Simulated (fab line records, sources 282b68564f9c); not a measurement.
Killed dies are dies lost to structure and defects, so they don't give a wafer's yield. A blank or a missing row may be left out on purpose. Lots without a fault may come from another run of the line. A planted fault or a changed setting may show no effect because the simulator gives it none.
fab line records | flow rit_cmos
record lots=5 wafers=23
route steps=202 shown ACTIVE@9 PWELL@40 PRETRO@65 GATE@84 REOX@98 NLDD@104 M1@202
start_h: hours from the record's first day to the start of the lot's first wafer shown | wait_h: hours since the lot's step before | " the same as in the row above | L1.1+2: a row that stands for several wafers | - no value, or no start given | * or withheld: withheld | < > ~ a bound
route shown NAME@n: a module of which the file shows steps, and the number in the route of the first | usual: mean/standard deviation of fault-free wafers | same: alike in all rows | chamber/n: place in a boat | sites: the reading at each site | _std_site: their standard deviation | _edge_site: outer sites' mean less inner sites' | radius_mm: how far each site lies from the wafer's centre | mask NAME#n: copy n | behind: the tool/chamber that last shaped the wafer | hold: why the lot was held/for how many hours/how that ended | device: the transistor (n, p or np) that didn't switch | end of line: the same wafers' tests at the end of the route | a step without rows: its recipe alone | killed: dies lost to structure and defects at the first sort, not the wafer's yield | map: a wafer's dies, x killed, . not, _ none there
set.NAME: the setting as run; set.NAME@STEP: as run at that earlier step | model.NAME: the simulator's own value behind a step, which no gauge read
lots whose settings were changed on purpose; a table a step, a row a wafer
## steps
# step RIT_ACTIVE_EXPOSE_08
# recipe mask_id=M1 na=0.6 source_shape=conventional sigma_outer=0.6 target_cd_nm=1400 dose_mj=225
# columns lot.wafer tool chamber start_h wait_h mask set.dose_mj
L075.1+2 iline_stepper-02 0 19.97 0.1 M1#0 225
L075.3+4+6 " 0 " " M1#0 218.5
L079.1+2+3+4+5 iline_stepper-01 0 39.04 0.1 M1#0 225
L080.1+3+4 iline_stepper-02 0 44.16 0.2 M1#0 225
L081.1+3+4 iline_stepper-02 0 49.04 0.1 M1#0 225
L081.2+5 " 0 " " M1#0 240
L085.1+2+4+5+6 iline_stepper-01 0 69.04 0.1 M1#0 225
# step RIT_ACTIVE_DEVELOP_10
# recipe resist=NOVOLAK develop_time_s=50 dev_temp_c=23
# columns lot.wafer tool chamber start_h wait_h set.develop_time_s
L075.1+6 litho_track-02 0 - - 45.78
L075.2+3+4 " 0 " " 50
L079.1+4+5 litho_track-04 0 - - 50
L079.2+3 " 0 " " 57.37
L080.1+3+4 litho_track-02 0 - - 50
L081.1+3 litho_track-04 0 - - 42.94
L081.2+4+5 " 0 " " 50
L085.1+4 litho_track-02 0 - - 50
L085.2+5+6 " 0 " " 52.45
# step RIT_ACTIVE_CD_MEAS_11
# recipe target_cd_nm=1400
# usual cd_nm=1399.9/1.9
# columns lot.wafer tool chamber start_h wait_h set.dose_mj@ACTIVE_EXPOSE_08 set.develop_time_s@ACTIVE_DEVELOP_10 cd_nm
L075.1 cd_sem-02 - 20.37 - 225 45.78 1408.7
L075.2 " - " " 225 50 1400.9
L075.3 " - " " 218.5 50 1409.7
L075.4 " - " " 218.5 50 1410.5
L075.6 " - " " 218.5 45.78 1418.7
L079.1 cd_sem-01 - 39.44 - 225 50 1401.3
L079.2 " - " " 225 57.37 1387.5
L079.3 " - " " 225 57.37 1387.5
L079.4 " - " " 225 50 1401.2
L079.5 " - " " 225 50 1401.6
L080.1 cd_sem-02 - 44.56 - 225 50 1398.8
L080.3 " - " " 225 50 1398.6
L080.4 " - " " 225 50 1400.4
L081.1 cd_sem-01 - 49.44 - 225 42.94 1416.1
L081.2 " - " " 240 50 1382.5
L081.3 " - " " 225 42.94 1416.2
L081.4 " - " " 225 50 1399.9
L081.5 " - " " 240 50 1383.1
L085.1 cd_sem-01 - 69.44 - 225 50 1398.8
L085.2 " - " " 225 52.45 1396.7
L085.4 " - " " 225 50 1401.5
L085.5 " - " " 225 52.45 1397.2
L085.6 " - " " 225 52.45 1396.4
# step RIT_ACTIVE_HARDBAKE_12
# recipe resist=NOVOLAK temp_c=138.9 time_s=60
# step RIT_ACTIVE_ETCH_13
# recipe stop_on=SiO2 chemistry=SF6 target=Si3N4 time_s=210 over_etch_frac=0.4 SF6_flow_sccm=200 pressure_mtorr=260 rf_w=125 target_depth_a=2100
# columns lot.wafer tool chamber start_h wait_h set.dose_mj@ACTIVE_EXPOSE_08 set.develop_time_s@ACTIVE_DEVELOP_10 model.ACTIVE.cd_nm
L075.1 rie_diel-01 3 20.64 0.1 225 45.78 1409
L075.2 " 2 " " 225 50 1401
L075.3 " 1 " " 218.5 50 1409
L075.4 " 1 " " 218.5 50 1410
L075.6 " 2 " " 218.5 45.78 1419
L079.1+4 rie_diel-02 0,2 39.71 0.1 225 50 1401
L079.2+3 " 3,1 " " 225 57.37 1387
L079.5 " 0 " " 225 50 1402
L080.1+3 rie_diel-01 3,0 44.83 0.1 225 50 1399
L080.4 " 1 " " 225 50 1401
L081.1+3 rie_diel-04 1,3 49.71 0.1 225 42.94 1416
L081.2 " 0 " " 240 50 1382
L081.4 " 2 " " 225 50 1400
L081.5 " 2 " " 240 50 1383
L085.1 rie_diel-01 2 69.71 0.1 225 50 1399
L085.2+5+6 " 3,1,2 " " 225 52.45 1397
L085.4 " 0 " " 225 50 1402
# step RIT_ACTIVE_STRIP_14
# recipe chemistry=O2 time_s=180 resist=NOVOLAK platen_temp_c=withheld power_w=500 pressure_mtorr=4000 o2_flow_sccm=4000
# step RIT_ACTIVE_CD_MEAS_90
# recipe target_cd_nm=1400
# usual cd_nm=1399.9/1.9
# columns lot.wafer tool chamber start_h wait_h set.dose_mj@ACTIVE_EXPOSE_08 set.develop_time_s@ACTIVE_DEVELOP_10 cd_nm
L075.1 cd_sem-02 - 20.95 0.1 225 45.78 1408.6
L075.2 " - " " 225 50 1400.7
L075.3 " - " " 218.5 50 1409.3
L075.4 " - " " 218.5 50 1410.1
L075.6 " - " " 218.5 45.78 1419.2
L079.1 cd_sem-01 - 40.02 0.1 225 50 1401.4
L079.2 " - " " 225 57.37 1387.3
L079.3 " - " " 225 57.37 1387.3
L079.4 " - " " 225 50 1400.9
L079.5 " - " " 225 50 1401.9
L080.1 cd_sem-02 - 45.14 0.1 225 50 1398.8
L080.3 " - " " 225 50 1398.6
L080.4 " - " " 225 50 1401.1
L081.1 cd_sem-01 - 50.02 0.1 225 42.94 1416.9
L081.2 " - " " 240 50 1382.6
L081.3 " - " " 225 42.94 1416.2
L081.4 " - " " 225 50 1400.5
L081.5 " - " " 240 50 1382.6
L085.1 cd_sem-01 - 70.02 0.1 225 50 1398.9
L085.2 " - " " 225 52.45 1396.8
L085.4 " - " " 225 50 1401.4
L085.5 " - " " 225 52.45 1397.4
L085.6 " - " " 225 52.45 1396.5
# step RIT_PWELL_COAT_01
# recipe resist=NOVOLAK spin_rpm=2000 resist_thk_nm=1300
# columns lot.wafer tool chamber start_h wait_h set.resist_thk_nm model.NOVOLAK_of_PWELL_COAT_01.thk_nm
L075.1 litho_track-03 0 26.97 0.1 1300 1301
L075.2 " 0 " " 1300 1304
L075.3 " 0 " " 1300 1302
L075.4 " 0 " " 1300 1308
L075.6 " 0 " " 1300 1306
L079.1+4 litho_track-03 0 45.98 0.1 1224 1227
L079.2 " 0 " " 1224 1229
L079.3 " 0 " " 1300 1299
L079.5 " 0 " " 1300 1301
L080.1 litho_track-04 0 51.34 0.1 1300 1297
L080.3+4 " 0 " " 1300 1298
L081.1 litho_track-04 0 58.44 0.1 1275 1279
L081.2 " 0 " " 1275 1280
L081.3 " 0 " " 1300 1304
L081.4 " 0 " " 1275 1274
L081.5 " 0 " " 1300 1302
L085.1+5+6 litho_track-03 0 76.05 0.1 1277 1269
L085.2+4 " 0 " " 1300 1291
# step RIT_PWELL_SOFTBAKE_02
# recipe resist=NOVOLAK temp_c=90 time_s=60
# step RIT_PWELL_EXPOSE_03
# recipe mask_id=M3 na=0.57 target_cd_nm=43700 dose_mj=250
# step RIT_PWELL_DEVELOP_05
# recipe resist=NOVOLAK develop_time_s=68 dev_temp_c=21.97
# step RIT_PWELL_HARDBAKE_07
# recipe resist=NOVOLAK temp_c=140 time_s=120
# columns lot.wafer tool chamber start_h wait_h set.resist_thk_nm@PWELL_COAT_01 model.NOVOLAK_of_PWELL_COAT_01.thk_nm
L075.1+3 litho_track-03 0 27.73 0.0 1300 1138
L075.2 " 0 " " 1300 1140
L075.4 " 0 " " 1300 1144
L075.6 " 0 " " 1300 1142
L079.1+4 litho_track-02 0 46.94 0.0 1224 1074
L079.2 " 0 " " 1224 1076
L079.3 " 0 " " 1300 1136
L079.5 " 0 " " 1300 1138
L080.1+3+4 litho_track-04 0 52.10 0.0 1300 1135
L081.1 litho_track-03 0 59.21 0.0 1275 1118
L081.2 " 0 " " 1275 1120
L081.3 " 0 " " 1300 1141
L081.4 " 0 " " 1275 1115
L081.5 " 0 " " 1300 1139
L085.1+5+6 litho_track-03 0 76.82 0.0 1277 1110
L085.2+4 " 0 " " 1300 1129
# step RIT_PWELL_IMPLANT_08
# recipe species=B energy_kev=170 dose_cm2=7e+13 tilt_deg=7
# columns lot.wafer tool chamber start_h wait_h set.energy_kev model.implant.rp_nm model.implant.drp_nm
L075.1+2+3+4+6 implanter-04 0 27.98 0.2 170 481.1 102.9
L079.1+2+3+4+5 implanter-04 0 47.19 0.2 170 487.2 102.9
L080.1+3+4 implanter-03 0 52.35 0.2 170 489.4 102.9
L081.1+3+4 implanter-01 0 59.46 0.2 172.9 489.8 103.4
L081.2+5 " 0 " " 170 483.4 102.9
L085.1+2+6 implanter-01 0 77.07 0.2 170 490.7 102.9
L085.4+5 " 0 " " 164.8 479.4 101.8
# step RIT_PRETRO_COAT_01
# recipe resist=NOVOLAK spin_rpm=2000 resist_thk_nm=1300
# columns lot.wafer tool chamber start_h wait_h set.resist_thk_nm model.NOVOLAK_of_PRETRO_COAT_01.thk_nm
L075.1 litho_track-01 0 35.57 0.1 1300 1304
L075.2+4 " 0 " " 1320 1321
L075.3+6 " 0 " " 1300 1302
L079.1 litho_track-01 0 55.02 0.1 1300 1299
L079.2 " 0 " " 1300 1302
L079.3+4+5 " 0 " " 1300 1295
L080.1 litho_track-04 0 60.07 0.1 1300 1296
L080.3 " 0 " " 1300 1295
L080.4 " 0 " " 1300 1294
L081.1 litho_track-04 0 66.87 0.1 1235 1234
L081.2 " 0 " " 1235 1233
L081.3 " 0 " " 1300 1298
L081.4 " 0 " " 1300 1300
L081.5 " 0 " " 1235 1236
L085.1 litho_track-01 0 85.15 0.1 1300 1293
L085.2+4 " 0 " " 1300 1290
L085.5 " 0 " " 1300 1292
L085.6 " 0 " " 1300 1291
# step RIT_PRETRO_SOFTBAKE_02
# recipe resist=NOVOLAK temp_c=90 time_s=60
# columns lot.wafer tool chamber start_h wait_h set.time_s
L075.1+2+6 litho_track-01 0 35.72 0.1 60
L075.3+4 " 0 " " 66.72
L079.1+2+3+4+5 litho_track-01 0 55.17 0.1 60
L080.1+3+4 litho_track-04 0 60.22 0.1 60
L081.1+4+5 litho_track-04 0 67.02 0.1 60
L081.2+3 " 0 " " 53.66
L085.1+2 litho_track-01 0 85.30 0.1 60
L085.4+5+6 " 0 " " 51.92
# step RIT_PRETRO_EXPOSE_03
# recipe mask_id=M5 na=0.57 target_cd_nm=43700 dose_mj=250
# step RIT_PRETRO_PEB_04
# recipe resist=NOVOLAK temp_c=withheld time_s=withheld
# step RIT_PRETRO_DEVELOP_05
# recipe resist=NOVOLAK develop_time_s=68 dev_temp_c=23
# step RIT_PRETRO_HARDBAKE_07
# recipe resist=NOVOLAK temp_c=140 time_s=120
# columns lot.wafer tool chamber start_h wait_h set.resist_thk_nm@PRETRO_COAT_01 model.NOVOLAK_of_PRETRO_COAT_01.thk_nm
L075.1 litho_track-01 0 36.59 0.0 1300 1141
L075.2+4 " 0 " " 1320 1155
L075.3+6 " 0 " " 1300 1138
L079.1 litho_track-02 0 55.91 0.0 1300 1136
L079.2 " 0 " " 1300 1139
L079.3+4+5 " 0 " " 1300 1133
L080.1 litho_track-04 0 60.97 0.0 1300 1134
L080.3 " 0 " " 1300 1133
L080.4 " 0 " " 1300 1132
L081.1 litho_track-04 0 67.81 0.0 1235 1080
L081.2 " 0 " " 1235 1079
L081.3 " 0 " " 1300 1135
L081.4 " 0 " " 1300 1137
L081.5 " 0 " " 1235 1082
L085.1 litho_track-04 0 86.04 0.0 1300 1131
L085.2 " 0 " " 1300 1128
L085.4+6 " 0 " " 1300 1129
L085.5 " 0 " " 1300 1130
# step RIT_GATE_CVD_08
# recipe material=poly-Si target_thk_nm=250 temp_c=610 precursor=SiH4 time_s=2220 pressure_mtorr=300 sih4_flow_sccm=100
# columns lot.wafer tool chamber start_h wait_h set.pressure_mtorr model.poly-Si_of_GATE_CVD_08.thk_nm
L075.1 - - - 0.1 300 252.8
L075.2 " - " " 300 252.6
L075.3 " - " " 300 253.4
L075.4 " - " " 300 251.8
L075.6 " - " " 300 252.3
L079.1 - - - 0.1 314.3 258.8
L079.2 " - " " 314.3 256.6
L079.3 " - " " 314.3 258.4
L079.4 " - " " 314.3 257
L079.5 " - " " 314.3 253.9
L080.1 lpcvd-02 0 63.54 0.1 300 253.1
L080.3 " 0 " " 300 251.7
L080.4 " 0 " " 300 254.4
L081.1 - - - 0.1 335.2 264.7
L081.2 " - " " 335.2 265.5
L081.3 " - " " 335.2 263.2
L081.4 " - " " 335.2 263.9
L081.5 " - " " 335.2 265.7
L085.1 - - - 0.1 323.3 259.3
L085.2 " - " " 323.3 258.4
L085.4 " - " " 323.3 258.7
L085.5 " - " " 323.3 258.6
L085.6 " - " " 323.3 259.2
# step RIT_GATE_THK_MEAS_09
# recipe reads=poly-Si_of_GATE_CVD_08
# usual GATE_POLY_THK=250.6/1.8
# columns lot.wafer tool chamber start_h wait_h set.pressure_mtorr@GATE_CVD_08 GATE_POLY_THK[nm]
L075.1 film_metro-04 - - - 300 252.9
L075.2 " - " " 300 252.6
L075.3 " - " " 300 253.2
L075.4 " - " " 300 251.7
L075.6 " - " " 300 252.3
L079.1 film_metro-04 - - - 314.3 258.8
L079.2 " - " " 314.3 256.5
L079.3 " - " " 314.3 258.5
L079.4 " - " " 314.3 257.1
L079.5 " - " " 314.3 253.7
L080.1 film_metro-02 - 65.16 0.0 300 252.9
L080.3 " - " " 300 251.7
L080.4 " - " " 300 254.1
L081.1 film_metro-03 - - - 335.2 264.8
L081.2 " - " " 335.2 265.5
L081.3 " - " " 335.2 263.2
L081.4 " - " " 335.2 263.9
L081.5 " - " " 335.2 265.8
L085.1 film_metro-04 - - - 323.3 259.2
L085.2 " - " " 323.3 258.4
L085.4 " - " " 323.3 258.8
L085.5 " - " " 323.3 258.5
L085.6 " - " " 323.3 259.3
# step RIT_GATE_DEVELOP_15
# recipe resist=NOVOLAK develop_time_s=50 dev_temp_c=23
# columns lot.wafer tool chamber start_h wait_h set.dev_temp_c
L075.1+4 litho_track-01 0 - - 23
L075.2+3+6 " 0 " " 24.49
L079.1+2+3+4+5 litho_track-04 0 - - 23
L080.1+3+4 litho_track-03 0 - - 23
L081.1+2+3+4+5 litho_track-04 0 - - 23
L085.1+2+5 litho_track-01 0 - - 24.94
L085.4+6 " 0 " " 23
# step RIT_REOX_CLEAN_00
# recipe chemistry=SC1 mix=3:3:50 time_s=600 temp_c=75
# columns lot.wafer tool chamber start_h wait_h set.temp_c set.pressure_mtorr@GATE_CVD_08 model.poly-Si_of_GATE_CVD_08.thk_nm
L075.1 - - - 0.1 75 300 248.4
L075.2 " - " " 75 300 248.1
L075.3 " - " " 75 300 249
L075.4 " - " " 75 300 247.4
L075.6 " - " " 75 300 247.8
L079.1 - - - 0.1 73.77 314.3 254.6
L079.2 " - " " 73.77 314.3 252.4
L079.3 " - " " 73.77 314.3 254.2
L079.4 " - " " 73.77 314.3 252.9
L079.5 " - " " 73.77 314.3 249.7
L080.1 wet_bench-01 2 66.78 0.1 75 300 248.7
L080.3 " 2 " " 75 300 247.4
L080.4 " 2 " " 75 300 250.1
L081.1 - - - 0.1 72.57 335.2 260.8
L081.2 " - " " 72.57 335.2 261.5
L081.3 " - " " 72.57 335.2 259.3
L081.4 " - " " 72.57 335.2 260
L081.5 " - " " 72.57 335.2 261.7
L085.1 - - - 0.1 75 323.3 255
L085.2 " - " " 75 323.3 254
L085.4+5 " - " " 75 323.3 254.3
L085.6 " - " " 75 323.3 254.9
# step RIT_NLDD_COAT_01
# recipe resist=NOVOLAK spin_rpm=3250 resist_thk_nm=1000
# columns lot.wafer tool chamber start_h wait_h set.spin_rpm model.NOVOLAK_of_NLDD_COAT_01.thk_nm
L075.1 litho_track-02 0 45.59 0.1 3390 972.1
L075.2 " 0 " " 3250 994.6
L075.3 " 0 " " 3250 994.5
L075.4 " 0 " " 3250 996.5
L075.6 " 0 " " 3390 975.2
L079.1 litho_track-03 0 65.45 0.1 3250 999.2
L079.2 " 0 " " 3250 999
L079.3 " 0 " " 3491 962.9
L079.4 " 0 " " 3491 960.5
L079.5 " 0 " " 3250 996.5
L080.1 litho_track-02 0 69.91 0.1 3250 994.6
L080.3 " 0 " " 3250 997.4
L080.4 " 0 " " 3250 994.2
L081.1 litho_track-04 0 76.81 0.1 3488 964.3
L081.2 " 0 " " 3250 995.4
L081.3 " 0 " " 3250 995
L081.4 " 0 " " 3250 1001
L081.5 " 0 " " 3488 963.8
L085.1 litho_track-04 0 95.20 0.1 3156 1017
L085.2+6 " 0 " " 3250 1004
L085.4 " 0 " " 3156 1019
L085.5 " 0 " " 3156 1018
# step RIT_NLDD_SOFTBAKE_02
# recipe resist=NOVOLAK temp_c=90 time_s=60
# step RIT_NLDD_EXPOSE_03
# recipe mask_id=M7 na=0.57 target_cd_nm=40700 dose_mj=250
# step RIT_NLDD_DEVELOP_05
# recipe resist=NOVOLAK develop_time_s=50 dev_temp_c=23
# step RIT_NLDD_HARDBAKE_07
# recipe resist=NOVOLAK temp_c=140 time_s=60
# columns lot.wafer tool chamber start_h wait_h set.spin_rpm@NLDD_COAT_01 model.NOVOLAK_of_NLDD_COAT_01.thk_nm
L075.1 litho_track-04 0 46.52 0.0 3390 859.3
L075.2+3 " 0 " " 3250 879
L075.4 " 0 " " 3250 880.7
L075.6 " 0 " " 3390 862
L079.1 litho_track-04 0 66.28 0.0 3250 883
L079.2 " 0 " " 3250 882.8
L079.3 " 0 " " 3491 851.3
L079.4 " 0 " " 3491 849.2
L079.5 " 0 " " 3250 880.8
L080.1 litho_track-04 0 70.64 0.0 3250 879.1
L080.3 " 0 " " 3250 881.5
L080.4 " 0 " " 3250 878.7
L081.1 litho_track-02 0 77.55 0.0 3488 852.5
L081.2 " 0 " " 3250 879.7
L081.3 " 0 " " 3250 879.4
L081.4 " 0 " " 3250 884.3
L081.5 " 0 " " 3488 852.1
L085.1 litho_track-02 0 96.15 0.0 3156 898.9
L085.2 " 0 " " 3250 887.1
L085.4 " 0 " " 3156 900
L085.5 " 0 " " 3156 899.4
L085.6 " 0 " " 3250 887.3
# step RIT_NLDD_IMPLANT_08
# recipe species=P energy_kev=20 dose_cm2=5e+14 tilt_deg=7
# columns lot.wafer tool chamber start_h wait_h set.energy_kev model.implant.drp_nm
L075.1+2+4 implanter-01 0 46.67 0.1 20.89 13.31
L075.3+6 " 0 " " 20 12.97
L079.1+2+3+4+5 implanter-01 0 66.43 0.1 20 12.97
L080.1+3+4 implanter-01 0 70.79 0.1 20 12.97
L081.1+2 implanter-03 0 77.70 0.1 20 12.97
L081.3+4+5 " 0 " " 20.73 13.25
L085.1+2+4+5+6 implanter-03 0 96.30 0.1 20 12.97
# step RIT_NLDD_STRIP_09
# recipe chemistry=O2 time_s=180 resist=NOVOLAK platen_temp_c=withheld power_w=513.2 pressure_mtorr=4000 o2_flow_sccm=4000
# step RIT_NLDD_TW_MEAS_10
# usual NLDD_TW=2487/12
# columns lot.wafer tool chamber start_h wait_h set.energy_kev@NLDD_IMPLANT_08 NLDD_TW
L075.1 film_metro-02 - 46.99 0.1 20.89 2506
L075.2 " - " " 20.89 2511
L075.3 " - " " 20 2467
L075.4 " - " " 20.89 2505
L075.6 " - " " 20 2475
L079.1 film_metro-02 - 66.76 0.1 20 2493
L079.2 " - " " 20 2497
L079.3 " - " " 20 2493
L079.4 " - " " 20 2492
L079.5 " - " " 20 2493
L080.1 film_metro-02 - 71.12 0.1 20 2503
L080.3 " - " " 20 2496
L080.4 " - " " 20 2503
L081.1 film_metro-02 - 78.02 0.1 20 2491
L081.2 " - " " 20 2499
L081.3 " - " " 20.73 2514
L081.4 " - " " 20.73 2522
L081.5 " - " " 20.73 2512
L085.1 film_metro-01 - 96.62 0.1 20 2488
L085.2 " - " " 20 2485
L085.4 " - " " 20 2477
L085.5 " - " " 20 2463
L085.6 " - " " 20 2475
# step RIT_M1_PROBE_99
# usual killed_at_M0_to_M3=0.1/0.34 killed_at_contacts=0.1/0.28 killed_at_front_end=7/3.2 killed_dies=7/3.3 killed_open=3.6/2.1 killed_short=3.3/1.9
# same gross_dies=264 killed_at_M4_up=0 killed_at_back_side=0 killed_at_other=0
# columns lot.wafer tool chamber start_h wait_h set.dev_temp_c@GATE_DEVELOP_15 killed_at_M0_to_M3 killed_at_contacts killed_at_front_end killed_dies killed_open killed_short model.etest.nmos_0p15.drive_ua_um
L075.1 prober-01 - 62.16 0.1 23 0 0 8 8 4 4 489.4
L075.2 prober-01 - 62.21 0.1 24.49 0 0 10 10 5 5 444.4
L075.3 prober-01 - 62.26 0.2 24.49 0 0 6 6 1 5 440.5
L075.4 prober-01 - 62.31 0.2 23 1 0 5 6 2 3 485.3
L075.6 prober-01 - 62.41 0.2 24.49 0 0 6 6 1 5 442.7
L079.1 prober-01 - 81.90 0.1 23 0 0 8 8 5 3 477.7
L079.2 prober-01 - 81.95 0.1 23 0 0 2 2 2 0 448.8
L079.3 prober-01 - 82.00 0.2 23 0 0 5 5 2 3 468
L079.4 prober-01 - 82.05 0.2 23 0 0 7 7 3 4 459.8
L079.5 prober-01 - 82.10 0.2 23 0 0 2 2 2 0 475.9
L080.1 prober-02 - 86.33 0.1 23 0 0 5 5 2 3 484.1
L080.3 prober-02 - 86.43 0.2 23 0 0 2 2 2 0 494.2
L080.4 prober-02 - 86.48 0.2 23 0 0 5 5 3 2 472.1
L081.1 prober-01 - 93.64 0.1 23 0 0 8 8 5 3 462.8
L081.2 prober-01 - 93.69 0.1 23 0 0 9 9 7 2 460.9
L081.3 prober-01 - 93.74 0.2 23 0 0 11 11 6 4 472.6
L081.4 prober-01 - 93.79 0.2 23 0 0 5 5 4 1 466.6
L081.5 prober-01 - 93.84 0.2 23 0 0 9 9 3 6 456.3
L085.1 prober-01 - 111.34 0.1 24.94 0 0 11 11 2 6 437.4
L085.2 prober-01 - 111.39 0.1 24.94 0 0 14 14 7 3 423.8
L085.4 prober-01 - 111.49 0.2 23 0 0 3 3 2 1 475.7
L085.5 prober-01 - 111.54 0.2 24.94 0 1 4 5 2 2 419.7
L085.6 prober-01 - 111.59 0.2 23 0 0 6 6 2 4 468
# killed by level:class
L075.1 GATE:geometric_particle:open=3 GATE:geometric_particle:short=3 SILICIDE:geometric_particle:open=1 SILICIDE:geometric_particle:short=1
L075.2 GATE:geometric_particle:short=5 GATE:geometric_particle:open=4 FOX2:geometric_particle:open=1
L075.3 SILICIDE:geometric_particle:short=3 GATE:geometric_particle:short=1 SPACER:geometric_particle:short=1 SILICIDE:geometric_particle:open=1
L075.4 FOX1:geometric_particle:open=2 FOX2:geometric_particle:short=1 GATE:geometric_particle:short=1 SPACER:geometric_particle:short=1 M1:coat_microbubble_printed=1
L075.6 GATE:geometric_particle:short=3 FOX1:geometric_particle:short=2 SPACER:geometric_particle:open=1
L079.1 REOX:geometric_particle:open=2 SILICIDE:geometric_particle:short=2 FOX1:geometric_particle:open=1 FOX2:geometric_particle:open=1 SPACER:geometric_particle:open=1 SPACER:geometric_particle:short=1
L079.2 FOX2:geometric_particle:open=1 SILICIDE:geometric_particle:open=1
L079.3 GATE:geometric_particle:short=2 FOX1:geometric_particle:open=1 GATE:geometric_particle:open=1 SPACER:geometric_particle:short=1
L079.4 SPACER:geometric_particle:short=3 FOX1:geometric_particle:open=1 FOX1:geometric_particle:short=1 FOX2:geometric_particle:open=1 GATE:geometric_particle:open=1
L079.5 FOX1:geometric_particle:open=1 SPACER:geometric_particle:open=1
L080.1 GATE:geometric_particle:short=2 REOX:geometric_particle:short=1 REOX:geometric_particle:open=1 SILICIDE:geometric_particle:open=1
L080.3 FOX2:geometric_particle:open=1 GATE:geometric_particle:open=1
L080.4 FOX1:geometric_particle:open=2 SILICIDE:geometric_particle:short=2 SILICIDE:geometric_particle:open=1
L081.1 SILICIDE:geometric_particle:open=2 FOX1:geometric_particle:short=1 FOX2:geometric_particle:open=1 GATE:geometric_particle:open=1 GATE:geometric_particle:short=1 REOX:geometric_particle:open=1 SPACER:geometric_particle:short=1
L081.2 GATE:geometric_particle:open=3 FOX1:geometric_particle:short=2 REOX:geometric_particle:open=2 SPACER:geometric_particle:open=1 SILICIDE:geometric_particle:open=1
L081.3 SPACER:geometric_particle:open=3 FOX1:geometric_particle:short=2 FOX1:geometric_particle:open=1 GATE:geometric_particle:short=1 GATE:geometric_particle:open=1 SPACER:geometric_particle:short=1 SILICIDE:geometric_particle:open=1 NWELL:coat_microbubble_printed=1
L081.4 GATE:geometric_particle:open=3 FOX2:geometric_particle:open=1 REOX:geometric_particle:short=1
L081.5 GATE:geometric_particle:short=4 GATE:geometric_particle:open=2 SPACER:geometric_particle:short=2 SILICIDE:geometric_particle:open=1
L085.1 GATE:area_develop=3 GATE:geometric_particle:short=2 REOX:geometric_particle:short=2 SILICIDE:geometric_particle:short=2 GATE:geometric_particle:open=1 REOX:geometric_particle:open=1
L085.2 GATE:area_develop=4 GATE:geometric_particle:open=3 REOX:geometric_particle:open=2 SPACER:geometric_particle:open=2 FOX1:geometric_particle:short=1 GATE:geometric_particle:short=1 REOX:geometric_particle:short=1
L085.4 GATE:geometric_particle:open=2 SPACER:geometric_particle:short=1
L085.5 GATE:geometric_particle:short=1 REOX:geometric_particle:open=1 SILICIDE:geometric_particle:open=1 CONTACT:geometric_particle:short=1 GATE:area_develop=1
L085.6 SILICIDE:geometric_particle:short=2 FOX1:geometric_particle:open=1 GATE:geometric_particle:short=1 SPACER:geometric_particle:open=1 SPACER:geometric_particle:short=1
## key
split step=RIT_ACTIVE_EXPOSE_08 setting=dose_mj stated=225 by=wafer
response step=RIT_ACTIVE_CD_MEAS_11 reading=cd_nm slope=-2.89 per=1% together_with=develop_time_s@ACTIVE_DEVELOP_10 explained=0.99
response step=RIT_ACTIVE_ETCH_13 reading=model.ACTIVE.cd_nm slope=-2.92 per=1% together_with=develop_time_s@ACTIVE_DEVELOP_10 explained=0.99
response step=RIT_ACTIVE_CD_MEAS_90 reading=cd_nm slope=-2.96 per=1% together_with=develop_time_s@ACTIVE_DEVELOP_10 explained=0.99
split step=RIT_ACTIVE_DEVELOP_10 setting=develop_time_s stated=50 by=wafer
response step=RIT_ACTIVE_CD_MEAS_11 reading=cd_nm slope=-0.973 per=1% together_with=dose_mj@ACTIVE_EXPOSE_08 explained=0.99
response step=RIT_ACTIVE_ETCH_13 reading=model.ACTIVE.cd_nm slope=-0.98 per=1% together_with=dose_mj@ACTIVE_EXPOSE_08 explained=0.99
response step=RIT_ACTIVE_CD_MEAS_90 reading=cd_nm slope=-0.99 per=1% together_with=dose_mj@ACTIVE_EXPOSE_08 explained=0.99
split step=RIT_PWELL_COAT_01 setting=resist_thk_nm stated=1300 by=wafer
response step=RIT_PWELL_COAT_01 reading=model.NOVOLAK_of_PWELL_COAT_01.thk_nm change=+12.5 per=1% r=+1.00
response step=RIT_PWELL_HARDBAKE_07 reading=model.NOVOLAK_of_PWELL_COAT_01.thk_nm change=+10.8 per=1% r=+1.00
split step=RIT_PWELL_IMPLANT_08 setting=energy_kev stated=170 by=wafer
response step=RIT_PWELL_IMPLANT_08 reading=model.implant.rp_nm change=+3.68 per=1% r=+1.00
response step=RIT_PWELL_IMPLANT_08 reading=model.implant.drp_nm change=+0.344 per=1% r=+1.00
split step=RIT_PRETRO_COAT_01 setting=resist_thk_nm stated=1300 by=wafer
response step=RIT_PRETRO_COAT_01 reading=model.NOVOLAK_of_PRETRO_COAT_01.thk_nm change=+12.9 per=1% r=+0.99
response step=RIT_PRETRO_HARDBAKE_07 reading=model.NOVOLAK_of_PRETRO_COAT_01.thk_nm change=+11.1 per=1% r=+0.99
split step=RIT_PRETRO_SOFTBAKE_02 setting=time_s stated=60 by=wafer
response none clear
split step=RIT_GATE_CVD_08 setting=pressure_mtorr stated=300 by=lot
response step=RIT_GATE_CVD_08 reading=model.poly-Si_of_GATE_CVD_08.thk_nm change=+0.968 per=1% r=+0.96
response step=RIT_GATE_THK_MEAS_09 reading=GATE_POLY_THK change=+0.975 per=1% r=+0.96
response step=RIT_REOX_CLEAN_00 reading=model.poly-Si_of_GATE_CVD_08.thk_nm change=+0.995 per=1% r=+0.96
split step=RIT_GATE_DEVELOP_15 setting=dev_temp_c stated=23 by=wafer
response step=RIT_M1_PROBE_99 reading=model.etest.nmos_0p15.drive_ua_um change=-5.91 per=1% r=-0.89
split step=RIT_REOX_CLEAN_00 setting=temp_c stated=75 by=lot
response none clear
split step=RIT_NLDD_COAT_01 setting=spin_rpm stated=3250 by=wafer
response step=RIT_NLDD_COAT_01 reading=model.NOVOLAK_of_NLDD_COAT_01.thk_nm change=-4.76 per=1% r=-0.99
response step=RIT_NLDD_HARDBAKE_07 reading=model.NOVOLAK_of_NLDD_COAT_01.thk_nm change=-4.17 per=1% r=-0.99
split step=RIT_NLDD_IMPLANT_08 setting=energy_kev stated=20 by=wafer
response step=RIT_NLDD_IMPLANT_08 reading=model.implant.drp_nm change=+0.0776 per=1% r=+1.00
response step=RIT_NLDD_TW_MEAS_10 reading=NLDD_TW change=+7.22 per=1% r=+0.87
